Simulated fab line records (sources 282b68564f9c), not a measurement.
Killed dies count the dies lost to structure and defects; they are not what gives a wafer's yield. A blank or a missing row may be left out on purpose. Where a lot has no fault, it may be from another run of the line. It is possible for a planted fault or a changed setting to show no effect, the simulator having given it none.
A lot that was struck, set against a sound lot	flow ritCmos	43 steps out of a route of 202
Sound: wafers L758.2, L758.3, L758.4. Struck: wafers L777.3, L777.6 (left out: L777.5, a lot-mate that was not struck); the cause follows at the end.
Each step with rows lists, per side, the tool, then ch with its chambers, then its first start. Under that, the readings that differ: sound wafers	struck wafers	difference of the means	sigmas: that difference in standard deviations of wafers without a fault.
alike: a reading whose means differ by less than 2 such deviations, as well as words and numbers matching on both sides. not compared: withheld readings; readings where some wafer has no value; bounds like >300 that might hide an equal value; numbers whose values overlap and for which the record gives no deviation.
Wherever a step has rows on one side only, a row that says differs or no value, or a row with sigmas, the two part there. When numbers do not overlap yet have no deviation, they are printed without sigmas and do not part them. Lack of a reading on every wafer of one side parts them only where that side has two or more wafers.

first, 1 step without rows for these wafers: RIT_NWELL_IMPLANT_08.
RIT_NWELL_STRIP_09: strips in O2, time 180 s.
  sound on plasmaAsher-04 ch 0,1, day 1 21:39; struck on plasmaAsher-03 ch 0,1, day 5 22:04
  alike: drypumpMotorCurrentA
  not compared: rfHoursCounterH
RIT_NWELL_TW_MEAS_10:
  struck on filmMetro-04, day 5 22:12; sound on filmMetro-04, day 1 21:50
  alike: NWELL_TW
then, 6 steps without rows for these wafers: RIT_PWELL_HMDS_00 (prime time 60 s); RIT_PWELL_COAT_01 (resist thk 1300 nm); RIT_PWELL_SOFTBAKE_02 (time 60 s); RIT_PWELL_EXPOSE_03 (exposes mask M3, target cd 43700 nm); RIT_PWELL_PEB_04; RIT_PWELL_DEVELOP_05 (develop time 68 s).
RIT_PWELL_OVL_MEAS_06:
  struck on overlay-02, day 5 23:08; sound on overlay-02, day 1 22:47
  alike: PWELL_OVL
then, 2 steps without rows for these wafers: RIT_PWELL_HARDBAKE_07 (time 120 s); RIT_PWELL_IMPLANT_08.
RIT_PWELL_STRIP_09: strips in O2, time 180 s.
  sound on plasmaAsher-04 ch 0,1, day 1 23:13; struck on plasmaAsher-01 ch 0, day 5 23:37
  alike: drypumpMotorCurrentA
  not compared: rfHoursCounterH
RIT_PWELL_TW_MEAS_10:
  struck on filmMetro-04, day 5 23:45; sound on filmMetro-03, day 1 23:23
  alike: PWELL_TW
then, 1 step without rows for these wafers: RIT_WELLDRIVE_ANNEAL_00 (time 14700 s).
RIT_WELLDRIVE_RS_MEAS_01: measurement is done with a four-point probe.
  struck on filmMetro-04, day 6 05:11; sound on filmMetro-03, day 2 05:14
  alike: NWELL_RS
RIT_WELLDRIVE_RS_MEAS_02: measurement is done with a four-point probe.
  struck on filmMetro-04, day 6 05:19; sound on filmMetro-03, day 2 05:21
  alike: PWELL_RS
then, 6 steps without rows for these wafers: RIT_NRETRO_HMDS_00 (prime time 60 s); RIT_NRETRO_COAT_01 (resist thk 1300 nm); RIT_NRETRO_SOFTBAKE_02 (time 60 s); RIT_NRETRO_EXPOSE_03 (exposes mask M4, target cd 43900 nm); RIT_NRETRO_PEB_04; RIT_NRETRO_DEVELOP_05 (develop time 68 s).
RIT_NRETRO_OVL_MEAS_06:
  struck on overlay-01, day 6 06:17; sound on overlay-02, day 2 06:28
  alike: NRETRO_OVL
then, 2 steps without rows for these wafers: RIT_NRETRO_HARDBAKE_07 (time 120 s); RIT_NRETRO_IMPLANT_08.
RIT_NRETRO_STRIP_09: strips in O2, time 180 s.
  sound on plasmaAsher-03 ch 0,1, day 2 06:53; struck on plasmaAsher-04 ch 0,1, day 6 06:46
  alike: drypumpMotorCurrentA
  not compared: rfHoursCounterH
RIT_NRETRO_TW_MEAS_10:
  struck on filmMetro-01, day 6 06:54; sound on filmMetro-02, day 2 07:05
  alike: NRETRO_TW
then, 6 steps without rows for these wafers: RIT_PRETRO_HMDS_00 (prime time 60 s); RIT_PRETRO_COAT_01 (resist thk 1300 nm); RIT_PRETRO_SOFTBAKE_02 (time 60 s); RIT_PRETRO_EXPOSE_03 (exposes mask M5, target cd 43700 nm); RIT_PRETRO_PEB_04; RIT_PRETRO_DEVELOP_05 (develop time 68 s).
RIT_PRETRO_OVL_MEAS_06:
  struck on overlay-01, day 6 07:58; sound on overlay-02, day 2 08:08
  alike: PRETRO_OVL
then, 2 steps without rows for these wafers: RIT_PRETRO_HARDBAKE_07 (time 120 s); RIT_PRETRO_IMPLANT_08.
RIT_PRETRO_STRIP_09: strips in O2, time 180 s.
  sound on plasmaAsher-03 ch 0,1, day 2 08:34; struck on plasmaAsher-02 ch 0, day 6 08:26
  alike: drypumpMotorCurrentA
  not compared: rfHoursCounterH
RIT_PRETRO_TW_MEAS_10:
  struck on filmMetro-01, day 6 08:35; sound on filmMetro-03, day 2 08:46
  alike: PRETRO_TW
then, 3 steps without rows for these wafers: RIT_GATE_WET_ETCH_00 (etches SiO2 in BOE, target depth 56 nm, time 60 s); RIT_GATE_CLEAN_01 (cleans in SC1, time 600 s); RIT_GATE_CLEAN_02 (cleans in dHF, time 30 s).
RIT_M1_PROBE_99:
  struck on prober-01, day 7 11:34; sound on prober-02, day 3 11:02
reading	sound	struck	difference	sigmas
killedAtFrontEnd	14 8 11	34 37	+24	+8
killedDies	14 8 11	34 37	+24	+8
killedOnRim	3 1 5	15 11	+10	+7
killedShort	5 3 4	9 8	+4	+2
  alike: killedAtContacts, killedOpen

## WHERE THEY PART
Within this record, at RIT_M1_PROBE_99 only.

WHY: the cause the simulator had injected
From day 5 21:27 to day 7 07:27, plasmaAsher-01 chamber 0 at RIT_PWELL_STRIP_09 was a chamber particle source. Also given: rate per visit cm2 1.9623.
